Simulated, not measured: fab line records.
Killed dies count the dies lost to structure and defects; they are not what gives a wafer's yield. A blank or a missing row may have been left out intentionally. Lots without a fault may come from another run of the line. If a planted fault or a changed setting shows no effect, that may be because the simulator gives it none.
Split-lot trial | flow ritCmos | 23 wafers read across 5 lots, on a route 202 steps long

SPLIT DETAILS
At RIT_M1_DEVELOP_08 (develop time 68 s), the setting developTimeS was moved away from the recipe's 68 s on 11 of the 23 wafers read, by -5.8% to +14.9%. All remaining wafers had this setting at the recipe value.

FROM THE SPLIT TO THE READING: what the file shows between them, 5 steps
- RIT_M1_CD_MEAS_09: target cd 2600 nm
- RIT_M1_HARDBAKE_11: time 120 s (also split here: tempC)
- RIT_M1_METAL_ETCH_12: etches Al in Cl2/BCl3, stops on SiO2, time 165 s, target depth 600 nm
- RIT_M1_STRIP_13: strips in nmp, time 600 s
- RIT_M1_STRIP_14: strips in O2, time 180 s

THE READING
cdNm (nm) at RIT_M1_CD_MEAS_90, where the cd target is 2600 nm. Typical for fault-free wafers on this fab line: 2600.8 nm, with standard deviation 2 nm.

wafer  | tool, chamber at the split | developTimeS as run, s | against the recipe | cdNm, nm | against lot-mates on the recipe
L076.1 | lithoTrack-04, 0           | 68                     | recipe             | 2597.9   | -
L076.3 | lithoTrack-04, 0           | 68                     | recipe             | 2599.3   | -
L076.4 | lithoTrack-04, 0           | 68                     | recipe             | 2598.5   | -
L077.2 | lithoTrack-02, 0           | 76.79                  | +12.9%             | 2589.6   | -12.8
L077.3 | lithoTrack-02, 0           | 68                     | recipe             | 2602.3   | -
L077.4 | lithoTrack-02, 0           | 76.79                  | +12.9%             | 2594.1   | -8.3
L077.5 | lithoTrack-02, 0           | 68                     | recipe             | 2601.7   | -
L077.6 | lithoTrack-02, 0           | 68                     | recipe             | 2603.2   | -
L078.2 | lithoTrack-04, 0           | 64.04                  | -5.8%              | 2607.7   | +7.8
L078.3 | lithoTrack-04, 0           | 68                     | recipe             | 2599.9   | -
L078.4 | lithoTrack-04, 0           | 64.04                  | -5.8%              | 2607.0   | +7.1
L078.5 | lithoTrack-04, 0           | 68                     | recipe             | 2599.8   | -
L078.6 | lithoTrack-04, 0           | 64.04                  | -5.8%              | 2607.0   | +7.1
L079.1 | lithoTrack-02, 0           | 74.82                  | +10.0%             | 2594.7   | -7.2
L079.3 | lithoTrack-02, 0           | 74.82                  | +10.0%             | 2593.9   | -8.0
L079.4 | lithoTrack-02, 0           | 68                     | recipe             | 2601.9   | -
L079.5 | lithoTrack-02, 0           | 68                     | recipe             | 2601.8   | -
L079.6 | lithoTrack-02, 0           | 74.82                  | +10.0%             | 2594.6   | -7.3
L082.1 | lithoTrack-04, 0           | 78.1                   | +14.9%             | 2585.6   | -14.1
L082.3 | lithoTrack-04, 0           | 78.1                   | +14.9%             | 2586.4   | -13.3
L082.4 | lithoTrack-04, 0           | 68                     | recipe             | 2602.4   | -
L082.5 | lithoTrack-04, 0           | 78.1                   | +14.9%             | 2589.0   | -10.7
L082.6 | lithoTrack-04, 0           | 68                     | recipe             | 2597.0   | -

FIT RESULTS
A straight line over all 23 wafers: cdNm changes by -0.84 nm for each +1% of developTimeS; r = -0.94; the points scatter about the line by 2.1 nm.
The same after taking each lot's own level away (the mean of its wafers on the recipe; 23 wafers): -0.889 nm for each +1%; r = -0.97; scatter 1.5 nm.
On that fit, the largest move of developTimeS shifts the reading by 13 nm.
The span of the lots' own levels, 2598.57 to 2602.40 nm, comes to 1.9 times the standard deviation stated above.
The two slopes are in agreement: the lot-to-lot level therefore moves the slope only a little.
Check: with one of the wafers moved furthest among these (+14.9%) left out of the fit, the line predicts -12.3 nm for it against its lot-mates. It came out at -14.1 nm against them.

THE OTHER SPLITS THESE WAFERS WENT THROUGH
These wafers also went through other splits before the reading. Each is held against what the fit with the lots' levels taken away leaves over:
other split on the same wafers      | wafers away from the commonest value | r with cdNm (lot level and that fit taken away)
RIT_SILICIDE_SPUTTER_01 timeS       | 11                                   | +0.12
RIT_CONTACT_DEVELOP_07 developTimeS | 8                                    | -0.18
RIT_M1_HARDBAKE_11 tempC            | 5                                    | +0.04

THE WHOLE CHAIN: every reading that the file lists as answering this split, in the file's order
step              | what it does      | reading | change (the file's fit)               | r (the file's)
RIT_M1_CD_MEAS_09 | target cd 2600 nm | cdNm    | -0.878 nm for each +1% of the setting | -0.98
RIT_M1_CD_MEAS_90 | target cd 2600 nm | cdNm    | -0.849 nm for each +1% of the setting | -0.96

THE FILE'S OWN FIT
cdNm changes by -0.849 nm for each +1% of developTimeS, r = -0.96.
